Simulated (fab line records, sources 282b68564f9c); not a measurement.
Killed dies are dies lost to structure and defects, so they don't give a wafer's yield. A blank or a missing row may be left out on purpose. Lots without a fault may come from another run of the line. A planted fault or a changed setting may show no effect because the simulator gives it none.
fab line records | flow rit_cmos
record lots=13 wafers=39 last_day=19
route steps=202 shown ACTIVE@14 M1@202
lots that met no fault: from a run of the same line without faults
start_h: hours from the record's first day to the start of the lot's first wafer shown | wait_h: hours since the lot's step before | " the same as in the row above | L1.1+2: a row that stands for several wafers | - no value, or no start given | * or withheld: withheld | < > ~ a bound
route shown NAME@n: a module of which the file shows steps, and the number in the route of the first | usual: mean/standard deviation of fault-free wafers | same: alike in all rows | chamber/n: place in a boat | sites: the reading at each site | _std_site: their standard deviation | _edge_site: outer sites' mean less inner sites' | radius_mm: how far each site lies from the wafer's centre | mask NAME#n: copy n | behind: the tool/chamber that last shaped the wafer | hold: why the lot was held/for how many hours/how that ended | device: the transistor (n, p or np) that didn't switch | end of line: the same wafers' tests at the end of the route | a step without rows: its recipe alone | killed: dies lost to structure and defects at the first sort, not the wafer's yield | map: a wafer's dies, x killed, . not, _ none there
set.NAME: the setting as run; set.NAME@STEP: as run at that earlier step | model.NAME: the simulator's own value behind a step, which no gauge read
steps of the route over a sample of lots; a table a step, a row a wafer
services: from which hour (start_h, from the record's first day; less than 0 if before it) a tool's chamber was out of use, for how many hours, and why
## steps
# step RIT_ACTIVE_ETCH_13
# recipe stop_on=SiO2 chemistry=SF6 target=Si3N4 time_s=210 over_etch_frac=0.4 SF6_flow_sccm=200 pressure_mtorr=260 rf_w=125 target_depth_a=2100
# usual drypump_motor_current_A=5.8/0.57 oes_product_au=0.822/0.015 throttle_valve_pct=7.52/0.088
# same over_etch_frac=0.4
# columns lot.wafer tool chamber start_h wait_h drypump_motor_current_A oes_product_au rf_hours_counter_h throttle_valve_pct
L909.1 rie_diel-02 1 14.83 0.1 6.5 0.818 5 7.65
L909.2 " 0 " " 5.6 0.808 15 7.41
L909.5 " 1 " " 6.4 0.818 - 7.66
L910.1 rie_diel-01 3 20.27 0.1 6.7 0.815 107 7.37
L910.3 " 0 " " 5.8 0.808 163 7.51
L910.4 " 1 " " 6.0 0.804 146 7.47
L912.1 rie_diel-01 2 29.86 0.1 4.9 0.835 3 7.61
L912.2 " 0 " " 5.7 0.814 163 7.51
L912.6 " 2 " " 5.0 0.831 - 7.61
L913.1 rie_diel-03 2 36.09 0.1 5.2 0.822 158 7.50
L913.2 " 1 " " 6.2 0.835 88 7.47
L913.5 " 3 " " 5.7 0.803 - 7.53
L915.1 rie_diel-01 2 45.09 0.1 4.9 0.819 3 7.59
L915.2 " 0 " " 5.8 0.813 163 7.51
L915.4 " 1 " " 6.0 0.799 146 7.49
L918.1 rie_diel-02 0 65.32 0.1 5.6 0.818 16 7.42
L918.2 " 2 " " 5.4 0.805 4 7.78
L918.4 " 1 " " 6.4 0.823 6 7.66
L922.1 rie_diel-03 2 81.46 0.1 5.2 0.835 159 7.50
L922.4 " 3 " " 5.7 0.812 9 7.52
L922.6 " 2 " " 5.2 0.835 - 7.49
L926.1 rie_diel-03 2 99.71 0.1 5.2 0.832 159 7.50
L926.2 " 0 " " 6.7 0.827 5 7.46
L926.3 " 1 " " 6.2 0.839 89 7.47
L927.2 rie_diel-02 2 105.76 0.1 5.3 0.806 5 7.77
L927.3 " 3 " " 5.5 0.824 87 7.53
L927.6 " 2 " " 5.3 0.801 - 7.78
L929.4 rie_diel-02 1 117.34 0.1 6.5 0.817 7 7.65
L929.5 " 2 " " 5.3 0.802 - 7.79
L929.6 " 1 " " 6.4 0.822 - 7.64
L930.2 rie_diel-03 0 121.37 0.1 6.7 0.841 5 7.44
L930.3 " 2 " " 5.2 0.835 0 7.50
L930.6 " 1 " " 6.2 0.846 - 7.47
L931.2 rie_diel-01 0 125.84 0.1 5.8 0.817 0 7.52
L931.4 " 2 " " 4.9 0.833 5 7.61
L931.5 " 0 " " 5.8 0.815 - 7.51
L932.2 rie_diel-03 0 129.83 0.1 6.7 0.839 6 7.44
L932.5 " 2 " " 5.2 0.835 - 7.48
L932.6 " 1 " " 6.2 0.847 - 7.46
# step RIT_M1_PROBE_99
# usual killed_at_contacts=0.1/0.27 killed_at_front_end=6/3 killed_dies=7/3 killed_on_rim=1.7/1.4 killed_open=3.1/2 killed_short=3.4/2
# same gross_dies=264 killed_at_M0_to_M3=0 killed_at_M4_up=0 killed_at_back_side=0 killed_at_other=0
# columns lot.wafer tool chamber start_h wait_h hold killed_at_contacts killed_at_front_end killed_dies killed_on_rim killed_open killed_short
L912.1 prober-02 - 81.44 0.1 - 0 6 6 1 5 1
L912.2 prober-02 - 81.49 0.1 - 0 12 12 1 4 8
L912.6 prober-02 - 81.69 0.2 - 0 4 4 0 1 3
L915.1 prober-01 - 93.30 0.1 await_dispo/3.2h/release 0 239 239 66 4 8
L915.2 prober-01 - 93.35 0.1 await_dispo/3.2h/release 0 3 3 1 1 2
L915.4 prober-01 - 93.45 0.2 await_dispo/3.2h/release 0 3 3 0 2 1
L922.1 prober-02 - 133.72 0.1 - 0 0 0 0 0 0
L922.4 prober-02 - 133.87 0.2 - 0 3 3 1 3 0
L922.6 prober-02 - 133.97 0.2 - 0 2 2 0 0 2
L926.1 prober-01 - 148.85 0.1 - 0 9 9 2 6 3
L926.2 prober-01 - 148.90 0.1 - 0 9 9 3 4 5
L926.3 prober-01 - 148.95 0.2 - 0 10 10 2 3 7
L927.2 prober-01 - 154.15 0.1 - 0 3 3 2 1 2
L927.3 prober-01 - 154.20 0.2 - 0 10 10 3 6 4
L927.6 prober-01 - 154.35 0.2 - 0 5 5 2 3 2
L929.4 prober-01 - 163.41 0.2 - 0 5 5 3 4 1
L929.5 prober-01 - 163.46 0.2 - 0 10 10 4 6 4
L929.6 prober-01 - 163.51 0.2 - 0 9 9 3 5 4
L930.2 prober-02 - 168.26 0.1 - 0 2 2 1 1 1
L930.3 prober-02 - 168.31 0.2 - 0 3 3 3 1 2
L930.6 prober-02 - 168.46 0.2 - 0 5 5 0 2 3
# killed by level:class
L912.1 GATE:geometric_particle:open=3 GATE:geometric_particle:short=1 REOX:geometric_particle:open=1 SPACER:geometric_particle:open=1
L912.2 GATE:geometric_particle:short=6 GATE:geometric_particle:open=4 REOX:geometric_particle:short=1 SPACER:geometric_particle:short=1
L912.6 GATE:geometric_particle:short=2 FOX1:geometric_particle:open=1 SILICIDE:geometric_particle:short=1
L915.1 ACTIVE:area_etch=227 SPACER:geometric_particle:short=5 SPACER:geometric_particle:open=3 FOX1:geometric_particle:short=1 GATE:geometric_particle:short=1 REOX:geometric_particle:short=1 REOX:geometric_particle:open=1
L915.2 GATE:geometric_particle:short=2 GATE:geometric_particle:open=1
L915.4 REOX:geometric_particle:open=1 SPACER:geometric_particle:short=1 SILICIDE:geometric_particle:open=1
L922.4 SPACER:geometric_particle:open=2 GATE:geometric_particle:open=1
L922.6 FOX1:geometric_particle:short=1 REOX:geometric_particle:short=1
L926.1 FOX1:geometric_particle:open=3 GATE:geometric_particle:short=2 FOX2:geometric_particle:short=1 GATE:geometric_particle:open=1 SPACER:geometric_particle:open=1 SILICIDE:geometric_particle:open=1
L926.2 GATE:geometric_particle:short=3 GATE:geometric_particle:open=2 FOX1:geometric_particle:short=1 REOX:geometric_particle:open=1 SPACER:geometric_particle:open=1 SILICIDE:geometric_particle:short=1
L926.3 GATE:geometric_particle:short=3 FOX1:geometric_particle:short=2 GATE:geometric_particle:open=2 FOX1:geometric_particle:open=1 FOX2:geometric_particle:short=1 REOX:geometric_particle:short=1
L927.2 FOX1:geometric_particle:open=1 GATE:geometric_particle:short=1 SPACER:geometric_particle:short=1
L927.3 SPACER:geometric_particle:open=3 GATE:geometric_particle:short=2 REOX:geometric_particle:open=2 SPACER:geometric_particle:short=2 GATE:geometric_particle:open=1
L927.6 FOX1:geometric_particle:short=1 FOX2:geometric_particle:open=1 GATE:geometric_particle:open=1 SPACER:geometric_particle:short=1 SPACER:geometric_particle:open=1
L929.4 FOX1:geometric_particle:open=1 GATE:geometric_particle:open=1 GATE:geometric_particle:short=1 REOX:geometric_particle:open=1 SILICIDE:geometric_particle:open=1
L929.5 GATE:geometric_particle:short=2 GATE:geometric_particle:open=2 REOX:geometric_particle:open=2 SILICIDE:geometric_particle:open=2 REOX:geometric_particle:short=1 SILICIDE:geometric_particle:short=1
L929.6 FOX2:geometric_particle:open=2 GATE:geometric_particle:short=2 SILICIDE:geometric_particle:open=2 FOX1:geometric_particle:short=1 FOX2:geometric_particle:short=1 GATE:geometric_particle:open=1
L930.2 FOX2:geometric_particle:open=1 SPACER:geometric_particle:short=1
L930.3 REOX:geometric_particle:short=1 SPACER:geometric_particle:short=1 SPACER:geometric_particle:open=1
L930.6 SPACER:geometric_particle:short=2 GATE:geometric_particle:short=1 GATE:geometric_particle:open=1 SILICIDE:geometric_particle:open=1
## services
# columns tool chamber start_h hours kind
rie_diel-01 3 23.50 10.1 repair
rie_diel-01 1 29.18 3.3 repair
rie_diel-03 3 29.23 4.8 repair
rie_diel-01 0 76.22 - clean
rie_diel-01 0 76.22 24.8 scheduled_down
rie_diel-01 0 76.22 24.8 vent_cycle
rie_diel-01 3 77.46 16.6 repair
rie_diel-03 2 104.07 - clean
rie_diel-03 2 104.07 17.1 scheduled_down
rie_diel-03 2 104.07 17.1 vent_cycle
rie_diel-03 0 112.56 7.1 repair
rie_diel-02 - 126.93 28.1 pm
## key
first_sign step=RIT_M1_PROBE_99 reading=killed_at_front_end direction=up sigmas=77 usual=6 struck=239
effect step=RIT_M1_PROBE_99 reading=killed_dies direction=up sigmas=76 usual=7 struck=239
more_kills_born_at RIT_ACTIVE_ETCH_13@rie_diel-01=227
met_at RIT_ACTIVE_ETCH_13
struck_lots L915
struck_wafers L915.1
later_rows_left_out L915.1
tester_left_out L915
onset_between 29.86 45.09
fault kind=process_parameter_drift tool=rie_diel-01 chamber=2 onset_h=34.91 steps=RIT_ACTIVE_ETCH_13 channel=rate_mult offset=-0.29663 shape=step end_h=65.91
# tester_left_out: of these lots the tester's yield and bins aren't shown, on N5 and GAA mostly nor the transistor test; their killed dies are dies lost to structure and defects alone, not to doping, threshold or leakage, so they don't give the yield
# later_rows_left_out: the simulator's readings of these wafers behind a module that went badly wrong aren't trusted and aren't shown, but for the sort
